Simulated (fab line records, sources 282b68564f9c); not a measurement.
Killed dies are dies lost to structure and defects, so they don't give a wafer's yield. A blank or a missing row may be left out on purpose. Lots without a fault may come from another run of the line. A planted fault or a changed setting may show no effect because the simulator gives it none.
A struck lot beside a sound one | flow rit_cmos | 16 steps out of a route of 202
Sound: wafers L788.1, L788.2, L788.4. Struck: wafers L802.3, L802.4, L802.5. The cause comes at the end.
At each step with rows: each side's tool, then ch and its chambers, then its first start. Under that, the readings that differ: sound wafers | struck wafers | difference of the means | sigmas: that difference in standard deviations of wafers without a fault.
alike: readings whose means differ by less than 2 such deviations, and words and numbers that are the same on both sides. not compared: withheld readings, readings that some wafer has no value for, bounds like >300 that may hide the same value, and numbers for which the record gives no deviation and whose values overlap.
The two part at a step that has a row with sigmas, a row that says differs or no value, or rows on one side only. Numbers that don't overlap but have no deviation are shown without sigmas and don't part them. A reading that every wafer of one side lacks parts them only if that side has two wafers or more.

RIT_PWELL_TW_MEAS_10:
  sound on film_metro-04, day 2 04:44; struck on film_metro-04, day 4 22:01
  alike: PWELL_TW
then, 1 step without rows for these wafers: RIT_WELLDRIVE_ANNEAL_00 (time 14700 s).
RIT_WELLDRIVE_RS_MEAS_01: measures by four-point-probe.
  sound on film_metro-01, day 2 09:52; struck on film_metro-04, day 5 04:14
  alike: NWELL_RS
RIT_WELLDRIVE_RS_MEAS_02: measures by four-point-probe.
  sound on film_metro-01, day 2 09:59; struck on film_metro-04, day 5 04:21
  alike: PWELL_RS
then, 6 steps without rows for these wafers: RIT_NRETRO_HMDS_00 (prime time 60 s); RIT_NRETRO_COAT_01 (resist thk 1300 nm); RIT_NRETRO_SOFTBAKE_02 (time 60 s); RIT_NRETRO_EXPOSE_03 (exposes mask M4, target cd 43900 nm); RIT_NRETRO_PEB_04; RIT_NRETRO_DEVELOP_05 (develop time 68 s).
RIT_NRETRO_OVL_MEAS_06:
  sound on overlay-01, day 2 10:59; struck on overlay-01, day 5 05:26
  alike: NRETRO_OVL
then, 1 step without rows for these wafers: RIT_NRETRO_HARDBAKE_07 (time 120 s).
RIT_NRETRO_IMPLANT_08:
  sound on implanter-03 ch 0, day 2 11:17; struck on implanter-03 ch 0, day 5 05:46
  reading            | sound                         | struck                        | difference | sigmas
  dose_ions_cm2      | 9.994e+12 9.997e+12 9.984e+12 | 6.699e+12 6.709e+12 6.709e+12 | -3.286e+12 | -99 or more
  faraday_current_uA | 32.6 31.4 32.4                | 22.4 20.8 20.7                | -10.8      | -17
  alike: beam_on_s
RIT_NRETRO_STRIP_09: strips in O2, time 180 s.
  sound on plasma_asher-02 ch 0,1, day 2 11:26; struck on plasma_asher-01 ch 0,1, day 5 05:56
  alike: drypump_motor_current_A
  not compared: rf_hours_counter_h
RIT_NRETRO_TW_MEAS_10:
  sound on film_metro-01, day 2 11:36; struck on film_metro-01, day 5 06:17
  reading   | sound          | struck      | difference | sigmas
  NRETRO_TW | 1048 1045 1046 | 921 927 921 | -123       | -18
  not compared: hold
RIT_M1_PROBE_99:
  the record has rows for the sound wafers here (prober-02, day 3 18:08) and none for the struck ones

WHERE THEY PART
First at RIT_NRETRO_IMPLANT_08; last, within this record, at RIT_M1_PROBE_99.

WHY: what the simulator had put in
Process parameter drift: implanter-03, from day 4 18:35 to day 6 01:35, at RIT_NRETRO_IMPLANT_08. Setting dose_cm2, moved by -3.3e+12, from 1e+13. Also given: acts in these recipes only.
